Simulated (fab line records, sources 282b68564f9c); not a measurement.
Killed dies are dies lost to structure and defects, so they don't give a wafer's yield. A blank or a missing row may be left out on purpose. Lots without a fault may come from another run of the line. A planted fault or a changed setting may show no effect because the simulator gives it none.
Problem report in the 8D (eight disciplines) form, filled by code | flow rit_cmos | the parts of the form that need people (team, actions taken, sign-off) are left out

1. THE PROBLEM
cd_nm at RIT_M1_CD_MEAS_90 reads a mean of 2581 nm on 3 wafers of 2 lots; wafers without a fault read 2601 nm with a standard deviation of 3.1. That is -6.6 standard deviations from the usual mean.
The step: target cd 2600 nm.
First seen on wafer L518.3, day 5 10:39, on cd_sem-02. The record holds 42 wafers of 14 lots with a number at this step. Rule for "out", or "out of limits": more than 4 standard deviations from the usual mean. The other wafers with a number count as sound.

2. WHAT IT IS AND WHAT IT IS NOT
question                    | is                     | is not
which readings at this step | cd_nm                  | -
which lots                  | L518, L521             | L509, L510, L512, L513, L514, L517, L520, L522, L523, L525, L529, L531
which wafers of those lots  | L518.3, L521.2, L521.4 | L518.4, L518.5, L521.3
read on which gauges        | cd_sem-02              | cd_sem-01
when                        | from day 5 10:39       | up to then (20 sound wafers); but 19 sound wafers of L520, L521, L522, L523, L525, L529, L531 came after

3. SUSPECTS, AND WHAT RULES EACH OUT
Counting: a tool at a process step up to the reading stays a suspect if it ran every lot that is out. Sound lots after the first of them don't rule it out here, since some wafers of a struck lot are sound.
- the gauge at RIT_M1_CD_MEAS_90: ruled out. All the wafers that are out were read on cd_sem-02, but those of them that RIT_M1_METAL_ETCH_12 has rows for are out there too, on other tools.
- rie_metal-03 at RIT_M1_METAL_ETCH_12 (etches Al in Cl2/BCl3, stops on SiO2, time 165 s, target depth 600 nm): kept. It ran every lot that is out, first L518 (day 5 10:10); its last sound lot up to then is L512 (day 4 04:00). Its own readings are out on those wafers: rf_fwd_power_W.
- Within rie_metal-03 at RIT_M1_METAL_ETCH_12: the wafers that are out ran in chamber 0; their sound lot-mates ran in chamber 1.
Left after counting: rie_metal-03 at RIT_M1_METAL_ETCH_12.

4. THE CAUSE (what the simulator had put in)
Process parameter drift: rie_metal-03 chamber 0, from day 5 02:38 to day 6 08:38, at RIT_M1_METAL_ETCH_12. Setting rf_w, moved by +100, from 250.
Counting left only this tool.

5. THE CHAIN OF EFFECTS, in route order
Each row: a reading whose mean over the struck wafers that have a number lies more than 3 standard deviations from the usual. Only readings for which the record gives a usual standard deviation are gone through. hours: the time from each lot's start at the first step in this table that gives one to its start at this step, as a median over the lots. sigmas: the change in usual standard deviations.
hours | step                 | reading        | usual   | on struck wafers | change | sigmas
0     | RIT_M1_METAL_ETCH_12 | rf_fwd_power_W | 248.9 W | 348.6            | +99.7  | +99 or more
1     | RIT_M1_CD_MEAS_90    | cd_nm          | 2601 nm | 2581             | -20    | -6.6
The process steps in it:
- RIT_M1_METAL_ETCH_12: etches Al in Cl2/BCl3, stops on SiO2, time 165 s, target depth 600 nm.

6. WHAT WOULD HAVE CAUGHT IT SOONER
In this record the first reading out of limits at a measuring or inspecting step was taken at day 5 10:39, 8 hours after the fault began at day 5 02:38.
The tool's own readings at RIT_M1_METAL_ETCH_12 were out on every struck wafer that the step has a row for (rf_fwd_power_W): an alarm limit on them would have fired on the first of those.
Of the lots that are out (2), L521 began RIT_M1_METAL_ETCH_12 on rie_metal-03 after day 5 10:39. A hold on the tool at that time would have spared it.
